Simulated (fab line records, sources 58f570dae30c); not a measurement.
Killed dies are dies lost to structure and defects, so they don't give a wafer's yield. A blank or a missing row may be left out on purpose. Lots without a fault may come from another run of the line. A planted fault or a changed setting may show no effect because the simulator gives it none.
fab line records | flow berkeley_cmos170
record lots=7 wafers=21 last_day=11
route steps=331 shown NLDD@159 SPACER@171 PSD@175
lots that met no fault: from a run of the same line without faults
start_h: hours from the record's first day to the start of the lot's first wafer shown | wait_h: hours since the lot's step before | " the same as in the row above | L1.1+2: a row that stands for several wafers | - no value, or no start given | * or withheld: withheld | < > ~ a bound
route shown NAME@n: a module of which the file shows steps, and the number in the route of the first | usual: mean/standard deviation of fault-free wafers | same: alike in all rows | chamber/n: place in a boat | sites: the reading at each site | _std_site: their standard deviation | _edge_site: outer sites' mean less inner sites' | radius_mm: how far each site lies from the wafer's centre | mask NAME#n: copy n | behind: the tool/chamber that last shaped the wafer | hold: why the lot was held/for how many hours/how that ended | device: the transistor (n, p or np) that didn't switch | end of line: the same wafers' tests at the end of the route | a step without rows: its recipe alone | killed: dies lost to structure and defects at the first sort, not the wafer's yield | map: a wafer's dies, x killed, . not, _ none there
set.NAME: the setting as run; set.NAME@STEP: as run at that earlier step | model.NAME: the simulator's own value behind a step, which no gauge read
lots at some steps of the route; a table a step, a row a wafer
services: from which hour (start_h, from the record's first day; less than 0 if before it) a tool's chamber was out of use, for how many hours, and why
## steps
# step UCB170_NLDD_COAT_01
# recipe resist=KrF spin_rpm=1500 resist_thk_nm=900
# step UCB170_NLDD_SOFTBAKE_02
# recipe resist=KrF temp_c=130 time_s=60
# step UCB170_NLDD_EXPOSE_03
# recipe mask_id=NSELECT na=0.5 sigma_outer=0.6 source_shape=conventional target_cd_nm=1200 dose_mj=30
# step UCB170_NLDD_PEB_04
# recipe peb_temp_c=130 peb_time_s=withheld resist=KrF
# step UCB170_NLDD_DEVELOP_05
# recipe developer=TMAH develop_time_s=45 resist=KrF dev_temp_c=21
# step UCB170_NLDD_CD_MEAS_06
# recipe target_cd_nm=1200
# usual cd_nm=1200.5/1.2
# columns lot.wafer tool chamber start_h wait_h cd_nm
L652.1 cd_sem-02 - 141.25 - 1199.3
L652.3 " - " " 1200.3
L652.5 " - " " 1199.8
L650.1 cd_sem-02 - 141.49 - 1201.4
L650.3 " - " " 1200.5
L650.6 " - " " 1200.9
L653.1 cd_sem-01 - 152.33 - 1199.4
L653.3 " - " " 1199.2
L653.6 " - " " 1198.4
L655.2 cd_sem-02 - 165.97 - 1200.8
L655.5 " - " " 1201.2
L655.6 " - " " 1199.4
L657.1 cd_sem-02 - 175.79 - 1201.0
L657.3 " - " " 1200.6
L657.5 " - " " 1201.2
L661.1 cd_sem-02 - 190.86 - 1201.0
L661.4 " - " " 1202.0
L661.5 " - " " 1202.1
L669.3 cd_sem-01 - 234.72 - 1199.9
L669.4 " - " " 1200.3
L669.6 " - " " 1200.1
# step UCB170_NLDD_OVL_MEAS_07
# usual NLDD_OVL=0/5.6
# columns lot.wafer tool chamber start_h wait_h NLDD_OVL[nm]
L652.1 overlay-01 - 141.37 0.1 -12
L652.3 " - " " -10
L652.5 " - " " -13
L650.1 overlay-02 - 141.61 0.1 1
L650.3 " - " " 3
L650.6 " - " " 2
L653.1 overlay-02 - 152.45 0.1 4
L653.3 " - " " 8
L653.6 " - " " 6
L655.2 overlay-01 - 166.08 0.1 4
L655.5 " - " " 5
L655.6 " - " " -3
L657.1 overlay-02 - 175.91 0.1 0
L657.3 " - " " 7
L657.5 " - " " -1
L661.1 overlay-01 - 190.98 0.1 0
L661.4 " - " " 3
L661.5 " - " " 1
L669.3 overlay-01 - 234.81 0.1 -7
L669.4 " - " " -6
L669.6 " - " " -7
# step UCB170_NLDD_IMPLANT_08
# recipe species=As dose_cm2=4.878e+13 energy_kev=30 tilt_deg=7 rotation_deg=0
# step UCB170_NLDD_IMPLANT_09
# recipe species=As dose_cm2=5e+13 energy_kev=30 tilt_deg=7 rotation_deg=180
# step UCB170_NLDD_STRIP_10
# recipe chemistry=O2 power_w=400 pressure_mtorr=3500 platen_temp_c=withheld o2_flow_sccm=400 overash_fraction=0.5
# usual drypump_motor_current_A=5.5/0.55 oes_product_au=0.735/0.0048 strip_time_to_endpoint_s=21.62/0.066
# columns lot.wafer tool chamber start_h wait_h drypump_motor_current_A oes_product_au rf_hours_counter_h strip_time_to_endpoint_s
L652.1 plasma_asher-04 0 141.71 0.1 5.3 0.736 3 21.49
L652.3 " 0 " " 5.3 0.732 - 21.45
L652.5 " 1 " " 5.7 0.727 - 21.51
L650.1 plasma_asher-01 1 141.94 0.1 4.8 0.739 40 21.55
L650.3 " 1 " " 4.8 0.736 - 21.66
L650.6 " 0 " " 5.5 0.729 - 21.71
L653.1 plasma_asher-01 1 152.78 0.1 4.8 0.736 41 21.66
L653.3 " 1 " " 4.9 0.737 - 21.72
L653.6 " 0 " " 5.5 0.734 - 21.69
L655.2 plasma_asher-02 1 166.41 0.1 5.0 0.726 53 21.64
L655.5 " 1 " " 5.0 0.738 - 21.61
L655.6 " 0 " " 6.4 0.727 - 21.70
L657.1 plasma_asher-04 1 176.25 0.1 5.7 0.734 8 21.62
L657.3 " 1 " " 5.7 0.735 - 21.57
L657.5 " 0 " " 5.3 0.739 - 21.62
L661.1 plasma_asher-04 0 191.32 0.1 5.3 0.739 10 21.57
L661.4 " 1 " " 5.7 0.735 - 21.66
L661.5 " 0 " " 5.3 0.736 - 21.66
L669.3 plasma_asher-04 0 235.17 0.1 5.3 0.749 - 21.64
L669.4 " 1 " " 5.7 0.732 - 21.61
L669.6 " 0 " " 5.4 0.736 - 21.61
# step UCB170_NLDD_TW_MEAS_11
# usual NLDD_TW=2213/15
# columns lot.wafer tool chamber start_h wait_h NLDD_TW
L652.1 film_metro-03 - 141.81 0.1 2229
L652.3 " - " " 2227
L652.5 " - " " 2231
L650.1 film_metro-02 - 142.04 0.1 2204
L650.3 " - " " 2207
L650.6 " - " " 2203
L653.1 film_metro-04 - 152.88 0.1 2213
L653.3 " - " " 2195
L653.6 " - " " 2200
L655.2 film_metro-02 - 166.52 0.1 2207
L655.5 " - " " 2212
L655.6 " - " " 2210
L657.1 film_metro-03 - 176.35 0.1 2230
L657.3 " - " " 2240
L657.5 " - " " 2238
L661.1 film_metro-04 - 191.42 0.1 2220
L661.4 " - " " 2212
L661.5 " - " " 2206
L669.3 film_metro-02 - 235.25 0.1 2224
L669.4 " - " " 2215
L669.6 " - " " 2219
# step UCB170_NLDD_CLEAN_12
# recipe chemistry=SPM temp_c=120 time_s=600
# step UCB170_SPACER_CVD_00
# recipe material=SiO2 target_thk_nm=376 temp_c=390 precursor=TEOS/O2 time_s=47 rf_w=550 pressure_mtorr=9000
# usual heater_power_w=280/57
# columns lot.wafer tool chamber start_h wait_h heater_power_w model.SiO2_of_SPACER_CVD_00.thk_nm
L652.1 pecvd-03 2 142.43 0.0 225 375.9
L652.3 " 1 " " 227 373
L652.5 " 2 " " 240 374.4
L650.1 pecvd-04 2 142.78 0.0 300 414.7
L650.3 " 1 " " 310 415
L650.6 " 0 " " 237 425.2
L653.1 pecvd-04 1 153.52 0.0 312 424.9
L653.3 " 2 " " 340 424.2
L653.6 " 2 " " 352 433.3
L655.2 pecvd-04 0 166.74 0.0 255 419.6
L655.5 " 0 " " 265 430.6
L655.6 " 2 " " 353 425.8
L657.1 pecvd-02 2 176.62 0.0 292 366.3
L657.3 " 1 " " 377 371.1
L657.5 " 1 " " 381 385.2
L661.1 pecvd-02 1 191.67 0.0 389 375.4
L661.4 " 1 " " 409 381.4
L661.5 " 0 " " 189 378.9
L669.3 pecvd-04 1 235.48 0.0 303 379.5
L669.4 " 0 " " 260 381
L669.6 " 2 " " 339 376.3
# step UCB170_SPACER_THK_MEAS_01
# recipe reads=SiO2_of_SPACER_CVD_00
# usual SPACER_TEOS_THK=377/4.8
# columns lot.wafer tool chamber start_h wait_h SPACER_TEOS_THK[nm]
L652.1 film_metro-04 - 142.47 0.0 376
L652.3 " - " " 373
L652.5 " - " " 375
L650.1 film_metro-03 - 142.83 0.0 415
L650.3 " - " " 415
L650.6 " - " " 426
L653.1 film_metro-01 - 153.57 0.0 425
L653.3 " - " " 424
L653.6 " - " " 433
L655.2 film_metro-04 - 166.79 0.0 420
L655.5 " - " " 430
L655.6 " - " " 426
L657.1 film_metro-01 - 176.66 0.0 366
L657.3 " - " " 371
L657.5 " - " " 385
L661.1 film_metro-04 - 191.71 0.0 375
L661.4 " - " " 382
L661.5 " - " " 379
L669.3 film_metro-03 - 235.55 0.0 380
L669.4 " - " " 381
L669.6 " - " " 376
# step UCB170_SPACER_ANNEAL_02
# recipe temp_c=900 time_s=1800 ambient=N2
# step UCB170_SPACER_ETCHBACK_03
# recipe stop_on=Si target=SiO2 chemistry=CHF3/CF4/Ar CHF3_flow_sccm=50 cf4_flow_sccm=10 Ar_flow_sccm=120 pressure_mtorr=200 rf_w=500 target_depth_a=3760 time_s=100
# usual cf4_flow_sccm=10.00/0.03 drypump_motor_current_A=5.8/0.47 oes_product_au=0.901/0.017 throttle_valve_pct=6.48/0.11
# columns lot.wafer tool chamber start_h wait_h cf4_flow_sccm drypump_motor_current_A oes_product_au rf_hours_counter_h throttle_valve_pct model.etch.depth_nm
L652.1 rie_diel-03 3 145.20 0.0 9.98 5.5 0.909 41 6.51 375.9
L652.3 " 0 " " 10.00 6.0 0.898 111 6.56 373
L652.5 " 3 " " 10.02 5.6 0.905 - 6.52 374.4
L650.1 rie_diel-02 2 145.28 0.1 9.98 6.7 0.942 84 6.32 414.7
L650.3 " 1 " " 9.98 5.1 0.936 8 6.55 415
L650.6 " 1 " " 9.98 5.1 0.947 - 6.54 425.2
L653.1 rie_diel-01 1 155.42 0.0 10.05 5.8 0.997 7 6.47 421.2
L653.3 " 2 " " 10.00 5.3 0.980 15 6.56 424.2
L653.6 " 1 " " 10.02 5.8 0.991 - 6.45 422.8
L655.2 rie_diel-01 1 170.72 0.0 10.02 5.8 0.986 7 6.48 419.6
L655.5 " 3 " " 9.95 5.9 0.995 - 6.44 424.6
L655.6 " 2 " " 10.03 5.3 0.987 - 6.54 425.8
L657.1 rie_diel-02 0 180.42 0.0 9.99 5.1 0.884 20 6.38 366.3
L657.3 " 1 " " 9.97 5.1 0.868 10 6.54 371.1
L657.5 " 3 " " 9.96 5.7 0.921 - 6.57 385.2
L661.1 rie_diel-01 1 197.47 0.0 9.97 5.8 0.926 9 6.44 375.4
L661.4 " 2 " " 10.01 5.3 0.913 17 6.55 381.4
L661.5 " 0 " " 9.96 5.6 0.894 - 6.32 378.9
L669.3 rie_diel-03 1 240.24 0.0 10.04 5.6 0.872 130 6.49 379.5
L669.4 " 2 " " 10.02 6.6 0.927 34 6.69 381
L669.6 " 1 " " 10.02 5.6 0.875 - 6.47 376.3
# step UCB170_PSD_HMDS_00
# recipe prime_time_s=60 prime_temp_c=100
## services
# columns tool chamber start_h hours kind
plasma_asher-04 0 119.62 - clean
plasma_asher-04 1 119.62 - clean
rie_diel-03 2 125.00 7.5 repair
pecvd-02 - 135.50 14.0 pm
pecvd-02 0 135.50 14.0 vent_cycle
pecvd-02 1 135.50 14.0 vent_cycle
pecvd-02 2 135.50 14.0 vent_cycle
rie_diel-01 - 139.84 1.0 repair
plasma_asher-01 - 146.76 3.8 repair
pecvd-02 0 149.50 - clean
pecvd-02 1 149.50 - clean
pecvd-02 2 149.50 - clean
plasma_asher-01 - 164.80 3.3 repair
plasma_asher-02 - 167.53 0.4 repair
rie_diel-03 3 169.67 10.1 repair
rie_diel-03 3 180.94 9.5 repair
pecvd-02 0 182.62 5.2 repair
rie_diel-02 1 184.35 15.8 repair
plasma_asher-02 - 191.46 2.1 repair
rie_diel-03 - 197.09 3.0 repair
pecvd-04 - 207.29 4.3 pm
pecvd-04 - 211.62 2.8 pm
pecvd-02 0 239.92 5.8 repair
## key
first_sign step=UCB170_SPACER_THK_MEAS_01 reading=SPACER_TEOS_THK direction=up sigmas=9.8 usual=377 struck=424
effect step=UCB170_SPACER_ETCHBACK_03 reading=oes_product_au direction=up sigmas=4.2 usual=0.901 struck=0.973
model_effect step=UCB170_SPACER_CVD_00 value=SiO2_of_SPACER_CVD_00.thk_nm without=378.6 struck=423.7
model_effect step=UCB170_SPACER_ETCHBACK_03 value=etch.depth_nm without=378.6 struck=421.4
met_at UCB170_SPACER_CVD_00
struck_wafers L650.1,L650.3,L650.6,L653.1,L653.3,L653.6,L655.2,L655.5,L655.6
later_rows_left_out L653.1,L653.6,L655.5
sort_left_out L650.1,L650.3,L650.6,L653.1,L653.3,L653.6,L655.2,L655.5,L655.6
tester_left_out L650,L653,L655
fault kind=process_parameter_drift tool=pecvd-04 chamber=- onset_h=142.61 steps=UCB170_SPACER_CVD_00 channel=target_thk_nm offset=45.12 shape=step end_h=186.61 acts_in=these_recipes_only stated=376
# tester_left_out: of these lots the tester's yield and bins aren't shown, on N5 and GAA mostly nor the transistor test; their killed dies are dies lost to structure and defects alone, not to doping, threshold or leakage, so they don't give the yield
# sort_left_out: the simulated sort isn't trusted on such a fault, so these wafers' sort isn't shown, and their yield isn't known
# later_rows_left_out: the simulator's readings of these wafers behind a module that went badly wrong aren't trusted and aren't shown, but for the sort
